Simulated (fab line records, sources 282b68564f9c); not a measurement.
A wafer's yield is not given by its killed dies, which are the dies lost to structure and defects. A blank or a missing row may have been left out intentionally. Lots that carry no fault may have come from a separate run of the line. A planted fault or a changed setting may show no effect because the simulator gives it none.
Commonality check across tools ; flow rit-cmos ; 14 lots and 48 wafers in the sample

WHY THIS WAS OPENED
2 of 14 lots carry a flag on the reading PSD_RS at RIT_SDANNEAL_RS_MEAS_04. Wafers without a fault read 116.1 ohm/sq, standard deviation 0.3.
Rule: a lot gets a flag if all its wafers with a number sit over 4 standard deviations from that mean, or if no wafer of it has a number. The other lots count as sound.

lot;measured;on;PSD_RS (ohm/sq), wafer by wafer;flag
L722;day 3 00:52;film-metro-04;116.6 116.2 115.9;
L723;day 3 07:04;film-metro-04;116.1 116.4 116.2;
L724;day 3 11:57;film-metro-02;116.5 116.0 116.1;
L725;day 3 17:50;film-metro-04;115.8 115.6 115.8;
L726;day 3 21:46;film-metro-01;116.0 116.2 116.3;
L727;day 4 01:59;film-metro-04;116.1 116.1 115.9;
L729;day 4 12:40;film-metro-04;98.4 97.9 98.5 98.3 97.9 98.3;FLAGGED
L731;day 4 22:20;film-metro-01;97.8 97.7 97.8 97.6 97.6 98.1;FLAGGED
L738;day 6 09:35;film-metro-02;116.2 116.2 116.3;
L740;day 6 19:25;film-metro-01;115.8 116.0 116.0;
L742;day 7 06:02;film-metro-01;116.5 116.0 116.3;
L743;day 7 10:10;film-metro-04;116.2 116.3 116.4;
L744;day 7 15:01;film-metro-04;116.3 116.4 116.9;
L745;day 7 19:34;film-metro-02;115.9 115.9 115.9;
The numbers of the flagged lots are 98.0 ohm/sq on average: -18.1 ohm/sq against the usual, or -60 standard deviations.

WHICH TOOL RAN EACH LOT
The record holds 1 process step before the reading, out of a route of 202 steps. Every cell lists first the tool, next ch and the chambers used by the sampled wafers, and last the start.
lot;flag;RIT_SDANNEAL_RTA_03
L722;;rtp-anneal-02 ch 0, day 3 00:47
L723;;rtp-anneal-01 ch 0, day 3 06:58
L724;;rtp-anneal-02 ch 0, day 3 11:54
L725;;rtp-anneal-01 ch 0, day 3 17:46
L726;;rtp-anneal-02 ch 0, day 3 21:42
L727;;rtp-anneal-01 ch 0, day 4 01:55
L729;FLAGGED;rtp-anneal-01 ch 0, day 4 12:33
L731;FLAGGED;rtp-anneal-01 ch 0, day 4 22:06
L738;;rtp-anneal-02 ch 0, day 6 09:31
L740;;rtp-anneal-02 ch 0, day 6 19:20
L742;;rtp-anneal-02 ch 0, day 7 05:58
L743;;rtp-anneal-01 ch 0, day 7 10:05
L744;;rtp-anneal-02 ch 0, day 7 14:58
L745;;rtp-anneal-01 ch 0, day 7 19:31
What is done by these steps:
- RIT_SDANNEAL_RTA_03: time 5 s.
- RIT_SDANNEAL_RS_MEAS_04: measures by four-point-probe.

FLAGGED OVER TOTAL, TOOL BY TOOL (the gauges that took the reading come last)
step;tool;lots run;flagged;share of the flagged lots;sound lots run after its first flagged lot
RIT_SDANNEAL_RTA_03;rtp-anneal-01;7;2;all;2 (L743,L745)
RIT_SDANNEAL_RTA_03;rtp-anneal-02;7;0;none;-
RIT_SDANNEAL_RS_MEAS_04;film-metro-01;4;1;some;2 (L740,L742)
RIT_SDANNEAL_RS_MEAS_04;film-metro-02;3;0;none;-
RIT_SDANNEAL_RS_MEAS_04;film-metro-04;7;1;some;2 (L743,L744)

THE TABLE: WHAT IT ALLOWS
1 row of the table ran every flagged lot: rtp-anneal-01 at RIT_SDANNEAL_RTA_03.
- rtp-anneal-01 at RIT_SDANNEAL_RTA_03: 2 of its 7 lots flagged. After the first flagged lot (L743, L745), sound lots still ran on it; a lasting fault on the whole tool would not permit that.
No row of the table ran every flagged lot and no sound lot after the first.

WHAT WAS PUT IN BY THE SIMULATOR
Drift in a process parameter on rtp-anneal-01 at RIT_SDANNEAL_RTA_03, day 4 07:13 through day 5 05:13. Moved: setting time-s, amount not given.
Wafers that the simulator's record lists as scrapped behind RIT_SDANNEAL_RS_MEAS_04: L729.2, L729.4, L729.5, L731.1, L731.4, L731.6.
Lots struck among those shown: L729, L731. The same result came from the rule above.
